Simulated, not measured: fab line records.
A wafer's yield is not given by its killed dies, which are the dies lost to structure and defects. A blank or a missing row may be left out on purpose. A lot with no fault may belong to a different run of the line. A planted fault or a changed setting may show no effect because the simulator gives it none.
The tool behind it: which one? ; flow berkeleyCmos170 ; Sampling: 7 lots, 21 wafers, 3 of 331 route steps

WHAT EACH GAUGE READ, for each wafer
UCB170_PWELL_TW_MEAS_17.
lot;measured;on;PWELL_TW
L829;day 3 22:07;filmMetro-01;387 388 386
L831;day 3 22:49;filmMetro-01;386 387 386
L834;day 4 15:13;filmMetro-02;378 379 379
L837;day 5 11:43;filmMetro-02;380 378 378
L842;day 6 07:12;filmMetro-02;318 319 315
L844;day 6 17:50;filmMetro-03;317 319 319
L849;day 7 18:30;filmMetro-01;382 385 385

WHAT TOOL EACH LOT RAN ON (gives the tool, then ch and the chambers of the sampled wafers, and finally the start)
lot;UCB170_PWELL_SOFTBAKE_09;UCB170_PWELL_IMPLANT_15
L829;lithoTrack-01 ch 0, day 3 21:01;implanter-04 ch 0, day 3 21:52
L831;lithoTrack-04 ch 0, day 3 21:14;implanter-02 ch 0, day 3 22:31
L834;lithoTrack-02 ch 0, day 4 14:17;implanter-04 ch 0, day 4 14:58
L837;lithoTrack-01 ch 0, day 5 10:26;implanter-02 ch 0, day 5 11:29
L842;lithoTrack-02 ch 0, day 6 05:57;implanter-04 ch 0, day 6 06:58
L844;lithoTrack-04 ch 0, day 6 16:15;implanter-04 ch 0, day 6 17:35
L849;lithoTrack-02 ch 0, day 7 16:56;implanter-03 ch 0, day 7 18:16
- UCB170_PWELL_SOFTBAKE_09: time 62.83 s.
- UCB170_PWELL_IMPLANT_15

THE ANSWER, worked out from the rows above alone
Rule: what is usual is taken from the lots themselves. The widest of any qualifying gaps counts: lots, ordered by their means at a reading, are off when they make up no more than a third of the lots, leave a main group of 4 or more, and stand apart from it by 3 or more times the standard deviation of that group's means. A main group whose means are all the same, to the digits that the tables above print for the reading, isn't used. A lot without any number at a reading at which 4 lots or more have one is off too. Where the step has rows for the other lots, those lots are counted as sound.
Off: L842, L844, seen at UCB170_PWELL_TW_MEAS_17 (PWELL_TW). For the main group the mean is 383 and the standard deviation 3.6.
A tool fits if, at a process step before that reading, it ran every lot that is off, and no sound lot after the first of them. Those tools and the gauges at UCB170_PWELL_TW_MEAS_17 are tried in the same way. One fits: implanter-04 at UCB170_PWELL_IMPLANT_15. A fault onset in the window from L834 (day 4 14:58, its last sound lot) to L842 (day 6 06:58, its first lot off) fits.

WHAT HAD BEEN PUT IN BY THE SIMULATOR
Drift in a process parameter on implanter-04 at UCB170_PWELL_IMPLANT_15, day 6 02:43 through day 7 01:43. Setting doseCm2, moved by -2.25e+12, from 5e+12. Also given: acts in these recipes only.
Shown lots that were struck: L842, L844. The rule given above showed the same thing.
